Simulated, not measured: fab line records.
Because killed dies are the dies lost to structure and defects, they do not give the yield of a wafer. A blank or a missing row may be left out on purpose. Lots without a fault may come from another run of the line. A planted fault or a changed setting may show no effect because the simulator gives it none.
Comparing a struck lot with a sound one :: flow rit_cmos :: 19 out of 202 route steps
Sound: the wafers L878.1, L878.2, L878.6. Wafers L881.2, L881.5, L881.6 were the ones struck. At the end, the cause is stated.
Per side, at each step with rows, come the tool, then ch with its chambers, and then its first start. Under that, the readings that differ: sound wafers :: struck wafers :: difference of the means :: sigmas: that difference in standard deviations of wafers without a fault.
alike: words and numbers the same on both sides, and readings whose means are apart by under 2 such deviations; not compared: readings that were withheld, readings missing a value for some wafer, numbers with overlapping values and no deviation given by the record, and bounds like >300 which may hide the same value.
The two part at a step that has a row with sigmas, a row that says differs or no value, or rows on one side only. Non-overlapping numbers with no deviation appear without sigmas and do not part them. Lack of a reading on every wafer of one side parts them only where that side has two or more wafers.

first, 4 steps without rows for these wafers: RIT_PSD_SOFTBAKE_02 (time 60 s); RIT_PSD_EXPOSE_03 (exposes mask M10, target cd 40900 nm); RIT_PSD_PEB_04; RIT_PSD_DEVELOP_05 (develop time 50 s).
RIT_PSD_OVL_MEAS_06:
  sound on overlay-02 at day 4 14:13; struck on overlay-02 at day 5 04:55
  alike: PSD_OVL
then, 2 steps without rows for these wafers: RIT_PSD_HARDBAKE_07 (time 60 s); RIT_PSD_IMPLANT_08.
RIT_PSD_STRIP_09: strips in O2, time 180 s.
  sound on plasma_asher-04 ch 0,1, day 4 14:34; struck on plasma_asher-04 ch 0,1, day 5 05:15
  alike: drypump_motor_current_A
  not compared: rf_hours_counter_h
RIT_PSD_TW_MEAS_10:
  sound on film_metro-04 at day 4 14:44; struck on film_metro-04 at day 5 05:26
  alike: PSD_TW
then, 3 steps without rows for these wafers: RIT_SDANNEAL_CLEAN_00 (cleans in SC1, time 600 s); RIT_SDANNEAL_CLEAN_01 (cleans in dHF, time 30 s); RIT_SDANNEAL_CLEAN_02 (cleans in SC2, time 600 s).
RIT_SDANNEAL_RTA_03: time 5 s.
  sound on rtp_anneal-01 ch 0, day 4 15:10; struck on rtp_anneal-02 ch 0, day 5 05:53
  alike: wafer_temp_C_max
RIT_SDANNEAL_RS_MEAS_04: a four-point-probe measurement.
  sound on film_metro-02 at day 4 15:13; struck on film_metro-02 at day 5 05:57
reading: PSD_RS (ohm/sq)
sound: 115.93 115.85 115.99
struck: 96.28 96.33 96.27
difference: -19.63
sigmas: -68
RIT_SDANNEAL_RS_MEAS_05: a four-point-probe measurement.
  sound on film_metro-02 at day 4 15:20; struck on film_metro-02 at day 5 06:04
reading: NSD_RS (ohm/sq)
sound: 84.30 84.50 84.10
struck: 83.47 83.29 83.38
difference: -0.92
sigmas: -3
RIT_SDANNEAL_RS_MEAS_06: a four-point-probe measurement.
  sound on film_metro-02 at day 4 15:28; struck on film_metro-02 at day 5 06:11
reading: PLDD_RS (ohm/sq)
sound: 178.9 178.7 178.9
struck: 161.4 161.0 161.4
difference: -17.6
sigmas: -37
RIT_SDANNEAL_RS_MEAS_07: a four-point-probe measurement.
  sound on film_metro-02 at day 4 15:35; struck on film_metro-02 at day 5 06:19
reading: NLDD_RS (ohm/sq)
sound: 152.3 152.3 152.1
struck: 149.7 149.6 150.3
difference: -2.4
sigmas: -4
then, 1 step without rows for these wafers: RIT_SILICIDE_WET_ETCH_00 (etches SiO2 in BOE, target depth 14 nm, time 15 s).
RIT_M1_PROBE_99:
  sound on prober-02 at day 4 22:36; struck on prober-01 at day 5 13:19
  alike: killed_at_front_end, killed_dies, killed_open, killed_short

## WHERE THEY PART
At RIT_SDANNEAL_RS_MEAS_04 first; at RIT_SDANNEAL_RS_MEAS_07 last (within this record only). Later steps at which nothing parts them and some readings are alike: RIT_M1_PROBE_99.

WHY: whatever the simulator had introduced
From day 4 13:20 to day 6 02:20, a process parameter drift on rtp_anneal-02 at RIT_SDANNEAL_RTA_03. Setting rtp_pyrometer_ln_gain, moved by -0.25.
